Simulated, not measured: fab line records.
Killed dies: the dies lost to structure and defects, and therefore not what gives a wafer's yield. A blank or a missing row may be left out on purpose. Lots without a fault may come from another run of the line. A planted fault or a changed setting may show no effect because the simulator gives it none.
fab line records -- flow berkeley-cmos170
record: lots: 14, wafers: 42, last-day: 11
route steps=331 shown M1@240 M2@289 V2@306
lots that met no fault: from a run of the same line without faults
start-h: hours from the record's opening day to when the first of the lot's shown wafers began -- wait-h: hours from the lot's prior step to this one -- " as in the row above -- L1.1+2: a row that stands for several wafers -- - either no value or no given start -- * or withheld: withheld -- < > ~ a bound
route shown NAME@n: a module of which the file shows steps, and the number in the route of the first -- usual: mean/standard deviation of fault-free wafers -- same: alike in all rows -- chamber/n: place in a boat -- sites: readings site by site -- _std_site: the standard deviation of these -- _edge_site: mean of outer sites minus mean of inner sites -- radius-mm: for every site, how far away it sits from the centre of the wafer -- mask NAME#n: copy n -- behind: tool/chamber where the wafer was last shaped -- hold: why the lot went on hold/how many hours it stayed there/how the hold came to an end -- device: names the non-switching transistor (n, p or np) -- end of line: at the end of the route, the tests of the same wafers -- a step given without rows: its recipe and nothing more -- killed: at the first sort, the dies lost to defects and structure; wafer yield is something else -- map: a wafer's dies, x killed, . not, _ none there
set.NAME: the setting as run; set.NAME@STEP: as run at that earlier step -- model.NAME: the simulator's own value behind a step, which no gauge read
a sample of lots followed through the steps of the route, with each step as a table and each wafer as a row
services: from which hour (start-h, from the record's first day; less than 0 if before it) a tool's chamber was out of use, for how many hours, and why
== steps ==
step: UCB170_M1_THK_MEAS_02
recipe: thk-meas-gauge: xrf, reads: Al_of_M1_SPUTTER_00
usual: M1_AL_THK: 599/8.5
lot.wafer,tool,chamber,start-h,wait-h,M1_AL_THK[nm]
L689.1,film-metro-04,-,168.28,0.1,600
L689.2,film-metro-04,-,168.28,0.1,602
L689.6,film-metro-04,-,168.28,0.1,597
L692.1,film-metro-01,-,176.44,0.1,601
L692.5,film-metro-01,-,176.44,0.1,604
L692.6,film-metro-01,-,176.44,0.1,601
L691.2,film-metro-02,-,177.15,0.1,607
L691.4,film-metro-02,-,177.15,0.1,602
L691.6,film-metro-02,-,177.15,0.1,604
L694.1,film-metro-04,-,193.63,0.1,610
L694.2,film-metro-04,-,193.63,0.1,606
L694.6,film-metro-04,-,193.63,0.1,600
L695.1,film-metro-02,-,196.40,0.1,606
L695.5,film-metro-02,-,196.40,0.1,604
L695.6,film-metro-02,-,196.40,0.1,599
L698.3,film-metro-01,-,198.65,0.1,594
L698.4,film-metro-01,-,198.65,0.1,594
L698.6,film-metro-01,-,198.65,0.1,589
L697.1,film-metro-02,-,199.19,0.1,609
L697.2,film-metro-02,-,199.19,0.1,616
L697.3,film-metro-02,-,199.19,0.1,610
L700.1,film-metro-04,-,202.23,0.1,588
L700.2,film-metro-04,-,202.23,0.1,593
L700.4,film-metro-04,-,202.23,0.1,587
L701.2,film-metro-01,-,210.10,0.1,612
L701.4,film-metro-01,-,210.10,0.1,601
L701.6,film-metro-01,-,210.10,0.1,613
L705.3,film-metro-04,-,223.31,0.1,610
L705.5,film-metro-04,-,223.31,0.1,608
L705.6,film-metro-04,-,223.31,0.1,606
L703.1,film-metro-02,-,232.69,0.1,603
L703.4,film-metro-02,-,232.69,0.1,601
L703.6,film-metro-02,-,232.69,0.1,599
L706.1,film-metro-01,-,232.69,0.1,595
L706.2,film-metro-01,-,232.69,0.1,594
L706.4,film-metro-01,-,232.69,0.1,590
L711.2,film-metro-01,-,251.07,0.1,614
L711.3,film-metro-01,-,251.07,0.1,611
L711.4,film-metro-01,-,251.07,0.1,611
L710.3,film-metro-01,-,251.58,0.1,609
L710.4,film-metro-01,-,251.58,0.1,597
L710.5,film-metro-01,-,251.58,0.1,595
step: UCB170_M2_METAL_ETCH_18
recipe: chemistry: Cl2/BCl3, target: Al, stop-on: SiO2, pressure-mtorr: 12, target-depth-a: 11700, over-etch-frac: 0.3, time-s: 195, icp-w: 584.1, bias-w: 120, Cl2_flow_sccm: 90, bcl3-flow-sccm: 45
usual: bias-w: 120.0/0.35, drypump-motor-current-A: 5.6/0.34, oes-product-au: 0.860/0.0096, throttle-valve-pct: 24.42/0.29
lot.wafer,tool,chamber,start-h,wait-h,bias-w,drypump-motor-current-A,oes-product-au,rf-hours-counter-h,throttle-valve-pct
L689.1,rie-metal-01,1,181.40,-,119.6,5.4,0.856,19,23.92
L689.2,rie-metal-01,0,181.40,-,119.3,5.4,0.854,4,24.15
L689.6,rie-metal-01,0,181.40,-,119.9,5.4,0.861,-,24.19
L692.1,rie-metal-04,1,186.94,-,120.0,6.0,0.854,7,24.82
L692.5,rie-metal-04,1,186.94,-,120.1,6.0,0.853,-,24.81
L692.6,rie-metal-04,0,186.94,-,119.7,5.9,0.855,-,24.67
L691.2,rie-metal-01,0,187.66,-,120.2,5.4,0.867,4,24.17
L691.4,rie-metal-01,0,187.66,-,120.2,5.3,0.866,-,24.19
L691.6,rie-metal-01,0,187.66,-,119.8,5.4,0.854,-,24.18
L694.1,rie-metal-02,0,206.51,-,119.9,6.0,0.876,10,24.24
L694.2,rie-metal-02,1,206.51,-,119.7,5.2,0.861,3,24.61
L694.6,rie-metal-02,1,206.51,-,119.9,5.2,0.853,-,24.61
L695.1,rie-metal-04,1,207.39,-,119.6,6.0,0.846,7,24.82
L695.5,rie-metal-04,1,207.39,-,120.1,6.0,0.840,-,24.82
L695.6,rie-metal-04,0,207.39,-,119.9,5.9,0.853,-,24.66
L698.3,rie-metal-02,1,211.59,-,119.7,5.2,0.852,-,24.63
L698.4,rie-metal-02,0,211.59,-,119.3,6.0,0.863,-,24.26
L698.6,rie-metal-02,1,211.59,-,119.5,5.2,0.855,-,24.62
L697.1,rie-metal-01,0,212.70,-,120.3,5.4,0.862,6,24.18
L697.2,rie-metal-01,0,212.70,-,120.7,5.4,0.857,-,24.16
L697.3,rie-metal-01,0,212.70,-,120.6,5.4,0.863,-,24.18
L700.1,rie-metal-04,1,216.17,-,119.9,6.0,0.852,8,24.82
L700.2,rie-metal-04,0,216.17,-,120.2,5.9,0.864,1,24.66
L700.4,rie-metal-04,0,216.17,-,120.0,5.9,0.866,-,24.63
L701.2,rie-metal-04,1,224.82,-,120.3,6.0,0.844,8,24.81
L701.4,rie-metal-04,1,224.82,-,119.7,6.0,0.842,-,24.83
L701.6,rie-metal-04,1,224.82,-,120.2,6.0,0.850,-,24.80
L705.3,rie-metal-01,1,234.56,-,119.8,5.4,0.863,-,24.00
L705.5,rie-metal-01,0,234.56,-,119.9,5.4,0.862,-,24.17
L705.6,rie-metal-01,1,234.56,-,119.5,5.5,0.859,-,24.01
L703.1,rie-metal-04,0,242.86,-,120.1,5.9,0.849,2,24.66
L703.4,rie-metal-04,0,242.86,-,119.6,5.9,0.845,-,24.65
L703.6,rie-metal-04,0,242.86,-,120.1,5.9,0.847,-,24.67
L706.1,rie-metal-01,0,243.18,-,120.7,5.3,0.871,8,24.17
L706.2,rie-metal-01,1,243.18,-,120.3,5.4,0.846,1,24.01
L706.4,rie-metal-01,1,243.18,-,120.0,5.4,0.848,-,24.00
L711.2,rie-metal-02,0,262.63,-,120.3,6.0,0.866,12,24.26
L711.3,rie-metal-02,1,262.63,-,119.7,5.2,0.860,-,24.62
L711.4,rie-metal-02,0,262.63,-,120.0,6.0,0.867,-,24.26
L710.3,rie-metal-04,0,263.21,-,120.2,5.9,0.848,-,24.65
L710.4,rie-metal-04,1,263.21,-,120.1,6.0,0.849,-,24.83
L710.5,rie-metal-04,1,263.21,-,120.1,6.0,0.838,-,24.81
step: UCB170_M2_STRIP_19
recipe: chemistry: O2, power-w: 400, pressure-mtorr: 3500, platen-temp-c: withheld, o2-flow-sccm: 400, overash-fraction: 0.5
usual: drypump-motor-current-A: 5.8/0.36, oes-product-au: 0.549/0.017
lot.wafer,tool,chamber,start-h,wait-h,drypump-motor-current-A,oes-product-au,rf-hours-counter-h
L689.1,plasma-asher-02,0,181.59,0.1,6.0,0.547,45
L689.2,plasma-asher-02,1,181.59,0.1,5.9,0.569,45
L689.6,plasma-asher-02,0,181.59,0.1,6.0,0.557,-
L692.1,plasma-asher-01,1,187.12,0.1,6.3,0.549,49
L692.5,plasma-asher-01,0,187.12,0.1,5.5,0.547,-
L692.6,plasma-asher-01,1,187.12,0.1,6.3,0.523,-
L691.2,plasma-asher-01,0,187.85,0.1,5.5,0.563,49
L691.4,plasma-asher-01,1,187.85,0.1,6.3,0.577,-
L691.6,plasma-asher-01,1,187.85,0.1,6.3,0.570,-
L694.1,plasma-asher-02,1,206.70,0.1,5.9,0.550,48
L694.2,plasma-asher-02,0,206.70,0.1,6.0,0.561,48
L694.6,plasma-asher-02,0,206.70,0.1,6.0,0.563,-
L695.1,plasma-asher-01,1,207.58,0.1,6.2,0.525,51
L695.5,plasma-asher-01,0,207.58,0.1,5.6,0.542,-
L695.6,plasma-asher-01,1,207.58,0.1,6.3,0.530,-
L698.3,plasma-asher-02,1,211.74,0.1,5.9,0.567,-
L698.4,plasma-asher-02,0,211.74,0.1,6.0,0.550,-
L698.6,plasma-asher-02,1,211.74,0.1,5.9,0.569,-
L697.1,plasma-asher-01,0,213.07,0.3,5.6,0.567,52
L697.2,plasma-asher-01,1,213.07,0.3,6.3,0.577,52
L697.3,plasma-asher-01,1,213.07,0.3,6.3,0.570,-
L700.1,plasma-asher-01,1,216.36,0.1,6.3,0.529,53
L700.2,plasma-asher-01,0,216.36,0.1,5.5,0.520,53
L700.4,plasma-asher-01,0,216.36,0.1,5.5,0.512,-
L701.2,plasma-asher-04,0,225.01,0.1,6.1,0.540,12
L701.4,plasma-asher-04,0,225.01,0.1,6.1,0.530,-
L701.6,plasma-asher-04,0,225.01,0.1,6.1,0.545,-
L705.3,plasma-asher-01,1,234.72,0.1,6.2,0.713,-
L705.5,plasma-asher-01,0,234.72,0.1,5.6,0.574,-
L705.6,plasma-asher-01,1,234.72,0.1,6.3,0.704,-
L703.1,plasma-asher-01,1,243.04,0.1,6.3,0.525,55
L703.4,plasma-asher-01,0,243.04,0.1,5.6,0.523,-
L703.6,plasma-asher-01,1,243.04,0.1,6.2,0.519,-
L706.1,plasma-asher-04,0,243.37,0.1,6.1,0.560,15
L706.2,plasma-asher-04,1,243.37,0.1,5.2,0.718,15
L706.4,plasma-asher-04,1,243.37,0.1,5.2,0.722,-
L711.2,plasma-asher-04,1,262.82,0.1,5.2,0.553,17
L711.3,plasma-asher-04,0,262.82,0.1,6.1,0.560,-
L711.4,plasma-asher-04,1,262.82,0.1,5.2,0.557,-
L710.3,plasma-asher-02,0,263.37,0.1,6.0,0.514,-
L710.4,plasma-asher-02,1,263.37,0.1,5.9,0.532,-
L710.5,plasma-asher-02,1,263.37,0.1,5.9,0.535,-
step: UCB170_M2_CD_MEAS_90
recipe: target-cd-nm: 700
usual: cd-nm: 699.2/2.8
lot.wafer,tool,chamber,start-h,wait-h,cd-nm
L689.1,cd-sem-02,-,181.69,0.1,698.3
L689.2,cd-sem-02,-,181.69,0.1,701.9
L689.6,cd-sem-02,-,181.69,0.1,700.5
L692.1,cd-sem-02,-,187.22,0.1,698.9
L692.5,cd-sem-02,-,187.22,0.1,700.7
L692.6,cd-sem-02,-,187.22,0.1,696.7
L691.2,cd-sem-02,-,187.97,0.1,701.2
L691.4,cd-sem-02,-,187.97,0.1,699.5
L691.6,cd-sem-02,-,187.97,0.1,696.7
L694.1,cd-sem-02,-,206.80,0.1,701.6
L694.2,cd-sem-02,-,206.80,0.1,702.3
L694.6,cd-sem-02,-,206.80,0.1,700.7
L695.1,cd-sem-01,-,207.68,0.1,699.4
L695.5,cd-sem-01,-,207.68,0.1,697.7
L695.6,cd-sem-01,-,207.68,0.1,696.5
L698.3,cd-sem-01,-,211.85,0.1,704.6
L698.4,cd-sem-01,-,211.85,0.1,703.4
L698.6,cd-sem-01,-,211.85,0.1,702.7
L697.1,cd-sem-01,-,213.17,0.1,702.9
L697.2,cd-sem-01,-,213.17,0.1,701.5
L697.3,cd-sem-01,-,213.17,0.1,701.7
L700.1,cd-sem-02,-,216.46,0.1,697.9
L700.2,cd-sem-02,-,216.46,0.1,698.9
L700.4,cd-sem-02,-,216.46,0.1,701.7
L701.2,cd-sem-02,-,225.13,0.1,700.0
L701.4,cd-sem-02,-,225.13,0.1,698.0
L701.6,cd-sem-02,-,225.13,0.1,696.7
L705.3,cd-sem-01,-,234.83,0.1,709.3
L705.5,cd-sem-01,-,234.83,0.1,701.9
L705.6,cd-sem-01,-,234.83,0.1,712.7
L703.1,cd-sem-02,-,243.14,0.1,694.6
L703.4,cd-sem-02,-,243.14,0.1,697.2
L703.6,cd-sem-02,-,243.14,0.1,697.5
L706.1,cd-sem-02,-,243.47,0.1,701.1
L706.2,cd-sem-02,-,243.47,0.1,705.8
L706.4,cd-sem-02,-,243.47,0.1,707.9
L711.2,cd-sem-02,-,262.94,0.1,704.0
L711.3,cd-sem-02,-,262.94,0.1,704.3
L711.4,cd-sem-02,-,262.94,0.1,705.0
L710.3,cd-sem-02,-,263.48,0.1,700.1
L710.4,cd-sem-02,-,263.48,0.1,697.7
L710.5,cd-sem-02,-,263.48,0.1,697.8
step: UCB170_V2_ETCH_14
recipe: chemistry: CHF3/CF4/Ar, target: SiO2, stop-on: Al, CHF3_flow_sccm: 45, cf4-flow-sccm: 15, Ar_flow_sccm: 150, pressure-mtorr: 200, rf-w: 700, target-depth-a: 12500, over-etch-frac: 0.25, time-s: 279.7
usual: drypump-motor-current-A: 5.7/0.38, oes-product-au: 0.891/0.013, throttle-valve-pct: 6.94/0.093
lot.wafer,tool,chamber,start-h,wait-h,drypump-motor-current-A,oes-product-au,rf-hours-counter-h,throttle-valve-pct
L689.1,rie-diel-03,2,184.20,0.0,5.4,0.884,71,7.05
L689.2,rie-diel-03,3,184.20,0.0,5.7,0.895,15,6.99
L689.6,rie-diel-03,2,184.20,0.0,5.5,0.897,-,7.05
L692.1,rie-diel-04,2,190.59,0.0,5.7,0.903,117,6.84
L692.5,rie-diel-04,2,190.59,0.0,5.7,0.908,-,6.85
L692.6,rie-diel-04,0,190.59,0.0,5.8,0.879,-,6.88
L691.2,rie-diel-03,2,190.74,0.0,5.4,0.887,72,7.03
L691.4,rie-diel-03,0,190.74,0.0,6.1,0.907,107,6.93
L691.6,rie-diel-03,3,190.74,0.0,5.7,0.887,-,7.00
L694.1,rie-diel-03,3,210.52,0.0,5.6,0.890,17,6.97
L694.2,rie-diel-03,1,210.52,0.0,5.0,0.904,50,6.71
L694.6,rie-diel-03,0,210.52,0.0,6.1,0.906,-,6.94
L695.1,rie-diel-04,3,210.97,0.0,5.7,0.868,45,7.01
L695.5,rie-diel-04,3,210.97,0.0,5.7,0.873,-,6.98
L695.6,rie-diel-04,2,210.97,0.0,5.7,0.907,-,6.85
L698.3,rie-diel-04,3,215.32,0.0,5.7,0.881,46,6.98
L698.4,rie-diel-04,2,215.32,0.0,5.7,0.912,119,6.85
L698.6,rie-diel-04,0,215.32,0.0,5.8,0.884,-,6.88
L697.1,rie-diel-03,3,216.77,0.0,5.7,0.897,17,6.99
L697.2,rie-diel-03,1,216.77,0.0,5.0,0.905,51,6.73
L697.3,rie-diel-03,2,216.77,0.0,5.5,0.888,73,7.03
L700.1,rie-diel-02,2,219.38,0.0,5.0,0.889,47,7.04
L700.2,rie-diel-02,0,219.38,0.0,6.0,0.889,62,6.99
L700.4,rie-diel-02,3,219.38,0.0,5.2,0.884,21,7.05
L701.2,rie-diel-02,3,227.81,0.0,5.2,0.887,21,7.04
L701.4,rie-diel-02,1,227.81,0.0,6.2,0.915,14,6.94
L701.6,rie-diel-02,2,227.81,0.0,5.0,0.882,-,7.00
L705.5,rie-diel-03,2,237.36,0.1,5.5,0.893,-,7.02
L703.1,rie-diel-02,3,245.65,0.0,5.2,0.881,23,7.04
L703.4,rie-diel-02,0,245.65,0.0,5.9,0.870,63,7.01
L703.6,rie-diel-02,0,245.65,0.0,5.9,0.875,-,7.01
L706.1,rie-diel-03,0,245.98,0.0,6.2,0.900,110,6.95
L711.2,rie-diel-04,1,264.94,0.0,6.1,0.883,3,7.01
L711.3,rie-diel-04,3,264.94,0.0,5.7,0.875,48,6.98
L711.4,rie-diel-04,0,264.94,0.0,5.8,0.881,92,6.85
L710.3,rie-diel-04,1,265.82,0.0,6.2,0.882,3,7.01
L710.4,rie-diel-04,2,265.82,0.0,5.8,0.907,122,6.87
L710.5,rie-diel-04,3,265.82,0.0,5.7,0.871,-,6.97
step: UCB170_V2_STRIP_15
recipe: chemistry: O2, power-w: 400, pressure-mtorr: 3500, platen-temp-c: withheld, o2-flow-sccm: 400, overash-fraction: 0.5
usual: drypump-motor-current-A: 5.98/0.27, oes-product-au: 0.721/0.0042, strip-time-to-endpoint-s: 15.49/0.1
lot.wafer,tool,chamber,start-h,wait-h,drypump-motor-current-A,oes-product-au,rf-hours-counter-h,strip-time-to-endpoint-s
L689.1,plasma-asher-03,1,184.38,0.1,5.78,0.717,42,15.64
L689.2,plasma-asher-03,0,184.38,0.1,6.32,0.717,42,15.68
L689.6,plasma-asher-03,0,184.38,0.1,6.32,0.720,-,15.58
L692.1,plasma-asher-01,0,190.77,0.1,5.54,0.720,49,15.62
L692.5,plasma-asher-01,0,190.77,0.1,5.53,0.718,-,15.64
L692.6,plasma-asher-01,1,190.77,0.1,6.26,0.718,-,15.47
L691.2,plasma-asher-02,0,190.92,0.1,6.02,0.719,46,15.56
L691.4,plasma-asher-02,0,190.92,0.1,6.02,0.721,-,15.51
L691.6,plasma-asher-02,1,190.92,0.1,5.95,0.725,-,15.59
L694.1,plasma-asher-02,1,210.69,0.1,5.95,0.724,49,15.49
L694.2,plasma-asher-02,0,210.69,0.1,6.03,0.718,49,15.35
L694.6,plasma-asher-02,0,210.69,0.1,6.02,0.716,-,15.47
L695.1,plasma-asher-03,1,211.15,0.1,5.75,0.720,45,15.52
L695.5,plasma-asher-03,1,211.15,0.1,5.72,0.730,-,15.57
L695.6,plasma-asher-03,0,211.15,0.1,6.31,0.724,-,15.50
L698.3,plasma-asher-01,0,215.54,0.1,5.57,0.723,-,15.57
L698.4,plasma-asher-01,1,215.54,0.1,6.22,0.725,-,15.52
L698.6,plasma-asher-01,0,215.54,0.1,5.54,0.721,-,15.42
L697.1,plasma-asher-03,0,216.95,0.1,6.30,0.727,46,15.51
L697.2,plasma-asher-03,1,216.95,0.1,5.71,0.717,46,15.27
L697.3,plasma-asher-03,1,216.95,0.1,5.72,0.724,-,15.51
L700.1,plasma-asher-02,0,219.56,0.1,6.03,0.722,50,15.60
L700.2,plasma-asher-02,1,219.56,0.1,5.93,0.722,50,15.56
L700.4,plasma-asher-02,0,219.56,0.1,6.06,0.722,-,15.43
L701.2,plasma-asher-03,1,227.99,0.1,5.73,0.722,48,15.49
L701.4,plasma-asher-03,0,227.99,0.1,6.32,0.717,-,15.29
L701.6,plasma-asher-03,0,227.99,0.1,6.36,0.719,-,15.50
L705.5,plasma-asher-03,0,237.51,0.1,6.30,0.726,-,15.52
L703.1,plasma-asher-02,0,245.83,0.1,6.01,0.725,53,15.48
L703.4,plasma-asher-02,1,245.83,0.1,5.93,0.725,-,15.47
L703.6,plasma-asher-02,1,245.83,0.1,5.91,0.719,-,15.43
L706.1,plasma-asher-01,0,246.16,0.1,5.57,0.718,56,15.39
L711.2,plasma-asher-03,1,265.12,0.1,5.80,0.730,52,15.64
L711.3,plasma-asher-03,0,265.12,0.1,6.33,0.722,-,15.52
L711.4,plasma-asher-03,1,265.12,0.1,5.76,0.724,-,15.46
L710.3,plasma-asher-03,1,266.03,0.1,5.73,0.716,-,15.66
L710.4,plasma-asher-03,0,266.03,0.1,6.33,0.719,-,15.51
L710.5,plasma-asher-03,0,266.03,0.1,6.32,0.719,-,15.47
== services ==
tool,chamber,start-h,hours,kind
rie-diel-04,-,164.03,1.0,repair
rie-diel-04,1,179.59,-,clean
rie-diel-04,1,179.59,26.9,scheduled-down
rie-diel-04,1,179.59,26.9,vent-cycle
rie-metal-01,1,195.96,-,clean
rie-metal-01,1,195.96,26.7,scheduled-down
rie-metal-01,1,195.96,26.7,vent-cycle
rie-diel-03,2,220.26,7.1,repair
rie-diel-02,0,229.17,12.2,repair
plasma-asher-03,-,233.64,2.1,repair
plasma-asher-01,-,236.54,6.1,repair
== key ==
first-sign: step: UCB170_M2_STRIP_19, reading: oes-product-au, direction: up, sigmas: 9.5, usual: 0.549, struck: 0.714
effect: step: UCB170_M2_CD_MEAS_90, reading: cd-nm, direction: up, sigmas: 3.4, usual: 699.2, struck: 708.9
met-at UCB170_M2_METAL_ETCH_18
struck-lots L705,L706
struck-wafers L705.3,L705.6,L706.2,L706.4
later-rows-left-out L705.3,L705.6,L706.2,L706.4
sort-left-out L705.3,L705.6,L706.2,L706.4
not-acting-at UCB170_M1_THK_MEAS_02,UCB170_V2_ETCH_14,UCB170_V2_STRIP_15
onset-between 181.40 234.56
fault: kind: process-parameter-drift, tool: rie-metal-01, chamber: 1, onset-h: 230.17, steps: UCB170_M2_METAL_ETCH_18, channel: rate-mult, offset: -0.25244, shape: step, end-h: 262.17
sort-left-out: the simulated sort isn't trusted on such a fault, so these wafers' sort isn't shown, and their yield isn't known
later-rows-left-out: the simulator's readings of these wafers behind a module that went badly wrong aren't trusted and aren't shown, but for the sort
